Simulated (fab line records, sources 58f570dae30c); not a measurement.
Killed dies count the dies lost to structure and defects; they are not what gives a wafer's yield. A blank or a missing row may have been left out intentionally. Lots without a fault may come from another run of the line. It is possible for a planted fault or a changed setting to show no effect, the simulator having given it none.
Code-filled problem report in 8D (eight disciplines) form + flow berkeley cmos170 + the parts of the form that need people (team, actions taken, sign-off) are left out

1. PROBLEM STATEMENT
run length s at UCB170_ACTIVE_SOFTBAKE_09 reads a mean of 110.02 s on 6 wafers of 2 lots; wafers without a fault read 89.28 s with a standard deviation of 0.15. So: +99 or more standard deviations from the usual mean.
The step: time 60 s.
Seen first at day 7 02:17 on litho track-01, wafer L543.2. The record has a number at this step for 42 wafers belonging to 14 lots. By rule, "out" or "out of limits" means more than 4 standard deviations away from the usual mean. The other wafers with a number count as sound.

2. WHAT THIS IS AND IS NOT
| question                    | is                     | is not                                                                                 |
|-----------------------------|------------------------|----------------------------------------------------------------------------------------|
| which readings at this step | run length s           | chill plate temp C                                                                     |
| which lots                  | L543, L544             | L531, L532, L533, L535, L536, L537, L538, L541, L546, L549, L551, L554                 |
| which wafers of those lots  | all that have a number | -                                                                                      |
| read on which tools         | litho track-01         | litho track-02, litho track-04                                                         |
| when                        | from day 7 02:17       | up to then (24 sound wafers); but 12 sound wafers of L546, L549, L551, L554 came after |

3. WHAT RULES OUT EACH SUSPECT
Counting: a tool at a process step up to the reading stays a suspect if it ran every lot that is out and no sound lot after the first of them.
- litho track-01 at UCB170_ACTIVE_SOFTBAKE_09 (time 60 s): kept. It processed each lot that is out, first L543 at day 7 02:17, and no sound lot thereafter; up to then, the last sound lot it processed was L541 at day 6 17:20. Its own run length s readings are out on those wafers.
Left after counting: litho track-01 at UCB170_ACTIVE_SOFTBAKE_09.

4. THE CAUSE (what the simulator had put in)
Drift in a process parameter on litho track-01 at UCB170_ACTIVE_SOFTBAKE_09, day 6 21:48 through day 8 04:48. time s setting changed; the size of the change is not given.
The count eliminated every tool but this one.

5. THE CHAIN OF EFFECTS, in route order
Each row: a reading whose mean over the struck wafers that have a number lies more than 3 standard deviations from the usual. Readings are gone through only where the record gives a usual standard deviation; hours: the median, over the lots, of the time from a lot's start at the first step in this table giving one to that lot's start at this step; sigmas: the change measured in usual standard deviations.
| hours | step                      | reading      | usual   | on struck wafers | change | sigmas      |
|-------|---------------------------|--------------|---------|------------------|--------|-------------|
| 0     | UCB170_ACTIVE_SOFTBAKE_09 | run length s | 89.28 s | 110.02           | +20.74 | +99 or more |
Here are the process steps it includes:
- UCB170_ACTIVE_SOFTBAKE_09: time 60 s.
Later steps that measure or inspect, where all struck wafers having a row at the step show a number for every such reading and not one has moved that far: UCB170_ACTIVE_CD_MEAS_13, UCB170_V1_CD_MEAS_90.

6. HOW IT WOULD HAVE BEEN CAUGHT EARLIER
4 hours passed between the start of the fault at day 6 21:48 and the first reading out of limits in this record, taken at day 7 02:17.
